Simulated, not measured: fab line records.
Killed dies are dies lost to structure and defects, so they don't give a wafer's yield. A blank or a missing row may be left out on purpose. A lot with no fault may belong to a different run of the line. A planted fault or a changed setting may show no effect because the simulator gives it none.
What tool caused it? | flow rit_cmos | Sampling: 7 lots, 21 wafers, 3 of 202 route steps

## WHAT EACH GAUGE READ, for each wafer
RIT_NRETRO_TW_MEAS_10.
lot  | measured    | on            | NRETRO_TW
L233 | day 2 15:28 | film_metro-02 | 1056 1055 1052
L235 | day 3 05:02 | film_metro-03 | 1052 1044 1048
L238 | day 3 19:08 | film_metro-03 | 1054 1052 1048
L241 | day 4 09:01 | film_metro-01 | 897 896 898 892 894 899
L244 | day 5 00:53 | film_metro-02 | 904 906 907 903 901 903
L252 | day 6 11:40 | film_metro-01 | 1047 1047 1051
L254 | day 6 21:50 | film_metro-03 | 1056 1049 1058

## WHAT TOOL EACH LOT RAN ON (gives the tool, then ch and the chambers of the sampled wafers, and finally the start)
lot  | RIT_PWELL_STRIP_09                  | RIT_NRETRO_IMPLANT_08
L233 | plasma_asher-03 ch 0,1, day 2 06:35 | implanter-04 ch 0, day 2 15:10
L235 | plasma_asher-02 ch 0,1, day 2 20:27 | implanter-04 ch 0, day 3 04:45
L238 | plasma_asher-04 ch 0,1, day 3 10:34 | implanter-03 ch 0, day 3 18:49
L241 | plasma_asher-03 ch 0,1, day 3 21:52 | implanter-03 ch 0, day 4 08:44
L244 | plasma_asher-03 ch 0,1, day 4 16:08 | implanter-03 ch 0, day 5 00:34
L252 | plasma_asher-02 ch 0,1, day 6 03:31 | implanter-01 ch 0, day 6 11:23
L254 | plasma_asher-02 ch 0,1, day 6 14:26 | implanter-01 ch 0, day 6 21:31
- RIT_PWELL_STRIP_09: strips in O2, time 180 s.
- RIT_NRETRO_IMPLANT_08

## THE ANSWER, worked out from the rows above alone
Rule: the usual values come from the lots themselves. The widest of any qualifying gaps counts: lots, ordered by their means at a reading, are off when they make up no more than a third of the lots, leave a main group of 4 or more, and stand apart from it by 3 or more times the standard deviation of that group's means. The tables above print the reading to a certain number of digits; a main group whose means all agree to those digits is not used. A lot without any number at a reading at which 4 lots or more have one is off too. Where the step has rows for the other lots, those lots are counted as sound.
Off: L241, L244, seen at RIT_NRETRO_TW_MEAS_10 (NRETRO_TW). The main group has a mean of 1051 with a standard deviation of 2.8.
If a tool, at a process step before that reading, ran all the lots that are off and no sound lot after the first of them, it fits. Gauges at RIT_NRETRO_TW_MEAS_10: tried the same way as those tools. Undecided on this evidence; 2 tools fit (plasma_asher-03 at RIT_PWELL_STRIP_09, implanter-03 at RIT_NRETRO_IMPLANT_08).

## WHAT HAD BEEN PUT IN BY THE SIMULATOR
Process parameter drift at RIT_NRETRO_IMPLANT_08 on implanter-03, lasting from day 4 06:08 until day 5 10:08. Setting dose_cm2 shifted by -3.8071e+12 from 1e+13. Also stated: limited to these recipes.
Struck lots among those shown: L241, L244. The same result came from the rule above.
